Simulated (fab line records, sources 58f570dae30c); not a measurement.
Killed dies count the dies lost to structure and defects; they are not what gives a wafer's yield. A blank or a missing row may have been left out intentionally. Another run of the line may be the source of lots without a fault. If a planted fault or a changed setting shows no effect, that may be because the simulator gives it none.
The tool behind it: which one? -- flow berkeley cmos170 -- 14 lots, 42 wafers sampled, at 5 steps of a route of 331

## WHAT THE GAUGES READ, wafer by wafer
UCB170_NWELL_THK_MEAS_02.
lot,measured,on,NWELL_OXIDE_THK (nm)
L826,day 1 19:15,film metro-03,25.4 25.5 25.6
L827,day 2 00:34,film metro-03,26.9 26.9 26.5
L828,day 2 06:37,film metro-02,26.6 26.3 25.9
L830,day 2 17:34,film metro-03,25.5 25.7 26.3
L831,day 3 00:37,film metro-03,26.7 26.6 26.5
L832,day 3 10:11,film metro-03,26.9 27.0 26.9
L833,day 3 11:31,film metro-03,25.9 26.1 26.0
L834,day 3 18:49,film metro-03,26.2 25.8 26.0
L835,day 3 18:50,film metro-04,26.4 26.4 26.3
L836,day 3 23:38,film metro-02,26.3 26.8 26.9
L837,day 4 11:07,film metro-02,26.3 26.7 26.5
L840,day 4 19:13,film metro-04,26.3 26.1 26.3
L842,day 5 04:46,film metro-02,25.7 25.7 25.6
L843,day 5 12:33,film metro-02,25.8 25.6 25.4

UCB170_PWELL_TW_MEAS_17.
lot,measured,on,PWELL_TW
L826,day 2 19:37,film metro-02,378 376 377
L827,day 3 01:23,film metro-01,379 378 377
L828,day 3 12:34,film metro-02,379 378 379
L830,day 3 18:19,film metro-02,378 378 378
L831,day 4 01:37,film metro-02,377 376 376
L832,day 4 09:12,film metro-02,375 378 375
L833,day 4 22:32,film metro-04,384 386 385
L834,day 4 22:27,film metro-04,385 384 388
L835,day 4 22:11,film metro-04,386 384 385
L836,day 5 05:35,film metro-01,377 378 375
L837,day 5 15:28,film metro-04,383 381 383
L840,day 5 20:39,film metro-01,376 377 376
L842,day 6 04:12,film metro-01,316 314 316
L843,day 6 14:46,film metro-01,316 313 314

UCB170_CONTACT_CD_MEAS_15: the cd target is 700 nm.
lot,measured,on,cd nm (nm)
L826,day 6 10:43,cd sem-02,702.1 701.2 701.4
L827,day 6 23:34,cd sem-01,701.5 701.9 700.5
L828,day 7 12:22,cd sem-02,699.4 699.9 699.8
L830,day 7 12:04,cd sem-02,699.7 698.5 699.7
L831,day 7 22:19,cd sem-01,701.3 702.5 701.8
L832,day 8 11:52,cd sem-02,697.9 699.0 697.3
L833,day 8 20:02,cd sem-02,699.5 699.3 699.5
L834,day 8 16:04,cd sem-02,698.6 698.0 698.5
L835,day 8 21:49,cd sem-02,701.3 700.4 701.1
L836,day 9 08:19,cd sem-02,699.2 700.9 699.8
L837,day 9 21:45,cd sem-01,697.8 698.0 698.9
L840,day 10 15:25,cd sem-02,698.0 696.8 698.1
L842,day 10 15:42,cd sem-02,701.1 699.9 701.0
L843,day 10 16:05,cd sem-02,700.7 702.1 702.2

## TOOL THAT RAN EACH LOT (tool first, then ch and the chambers of the sampled wafers, then the start)
lot,UCB170_PWELL_IMPLANT_15,UCB170_SILICIDE_RTA_04
L826,"implanter-02 ch 0, day 2 19:23","rtp anneal-01 ch 0, day 6 06:57"
L827,"implanter-04 ch 0, day 3 01:10","rtp anneal-02 ch 0, day 6 19:40"
L828,"implanter-03 ch 0, day 3 12:20","rtp anneal-01 ch 0, day 7 07:37"
L830,"implanter-03 ch 0, day 3 18:04","rtp anneal-02 ch 0, day 7 07:24"
L831,"implanter-04 ch 0, day 4 01:22","rtp anneal-01 ch 0, day 7 18:14"
L832,"implanter-04 ch 0, day 4 08:56","rtp anneal-02 ch 0, day 8 07:19"
L833,"implanter-04 ch 0, day 4 22:17","rtp anneal-01 ch 0, day 8 15:54"
L834,"implanter-02 ch 0, day 4 22:12","rtp anneal-01 ch 0, day 8 12:01"
L835,"implanter-03 ch 0, day 4 21:58","rtp anneal-02 ch 0, day 8 15:54"
L836,"implanter-04 ch 0, day 5 05:20","rtp anneal-01 ch 0, day 9 04:07"
L837,"implanter-04 ch 0, day 5 15:15","rtp anneal-02 ch 0, day 9 17:43"
L840,"implanter-04 ch 0, day 5 20:24","rtp anneal-01 ch 0, day 10 10:23"
L842,"implanter-04 ch 0, day 6 03:57","rtp anneal-02 ch 0, day 10 10:34"
L843,"implanter-04 ch 0, day 6 14:31","rtp anneal-02 ch 0, day 10 10:53"
- UCB170_PWELL_IMPLANT_15
- UCB170_SILICIDE_RTA_04: time 15 s.

## AS READ BY THE TOOLS THEMSELVES (means over the sampled wafers that have a number; for cases with no such wafer, the mark the record gives instead)
UCB170_PWELL_IMPLANT_15.
lot,tool,dose ions cm2,faraday current uA
L826,implanter-02,4.997e+12,15.7
L827,implanter-04,5.003e+12,16.1
L828,implanter-03,5.003e+12,15.6
L830,implanter-03,5.002e+12,15.8
L831,implanter-04,5.004e+12,15.7
L832,implanter-04,5.005e+12,15.7
L833,implanter-04,5.002e+12,16.2
L834,implanter-02,5.001e+12,16.0
L835,implanter-03,4.999e+12,16.0
L836,implanter-04,5.003e+12,16.2
L837,implanter-04,5.002e+12,16.0
L840,implanter-04,5.004e+12,15.7
L842,implanter-04,2.701e+12,8.5
L843,implanter-04,2.706e+12,8.5

UCB170_SILICIDE_RTA_04.
lot,tool,lamp power pct (%),wafer_temp_C_max
L826,rtp anneal-01,10.463,652.7
L827,rtp anneal-02,10.526,652.4
L828,rtp anneal-01,10.475,653.2
L830,rtp anneal-02,10.534,652.3
L831,rtp anneal-01,10.464,653.0
L832,rtp anneal-02,10.526,652.7
L833,rtp anneal-01,10.469,653.5
L834,rtp anneal-01,10.466,652.9
L835,rtp anneal-02,10.530,652.9
L836,rtp anneal-01,10.470,653.2
L837,rtp anneal-02,10.525,652.5
L840,rtp anneal-01,10.472,653.7
L842,rtp anneal-02,10.527,653.1
L843,rtp anneal-02,10.522,652.9

## THE ANSWER, worked out from the rows above alone
Rule: what is usual is taken from the lots themselves. The widest of any qualifying gaps counts: lots, ordered by their means at a reading, are off when they make up no more than a third of the lots, leave a main group of 4 or more, and stand apart from it by 3 or more times the standard deviation of that group's means. If all means in a main group match to the digits the tables above print for the reading, that group is not used. A lot without any number at a reading at which 4 lots or more have one is off too. The other lots that the step has rows for count as sound. After the gauges, taken in route order, come the tools' own readings; for these a lot's mean is taken, as printed above. The first step at which some lot is off is used, and at that step the reading that is off furthest; a lot without a number counts as furthest.
Off: L842, L843, seen at UCB170_PWELL_TW_MEAS_17 (PWELL_TW). Main group: mean 380, sd 3.6.
A tool fits if, at a process step before that reading, it ran every lot that is off, and no sound lot after the first of them. The gauges at UCB170_PWELL_TW_MEAS_17 aren't tried: what is off there is off at UCB170_PWELL_IMPLANT_15 too, on other tools, and a gauge's error can't cause that. One fits: implanter-04 at UCB170_PWELL_IMPLANT_15. Its last sound lot is L840 (day 5 20:24), its first lot that is off L842 (day 6 03:57): a fault that began between those two fits.
The tool's own readings at UCB170_PWELL_IMPLANT_15 bear it out: on the lots that are off they differ by more than 5 times the standard deviation of the sound lots' means. dose ions cm2 reads 2.704e+12 there against 5.002e+12 on the sound lots; faraday current uA reads 8.5 there against 15.9 on the sound lots.

## WHAT THE SIMULATOR HAD PUT IN
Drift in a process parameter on implanter-04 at UCB170_PWELL_IMPLANT_15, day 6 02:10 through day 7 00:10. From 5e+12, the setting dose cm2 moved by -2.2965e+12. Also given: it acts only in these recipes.
Shown lots that were struck: L842, L843. Same finding as the rule above.
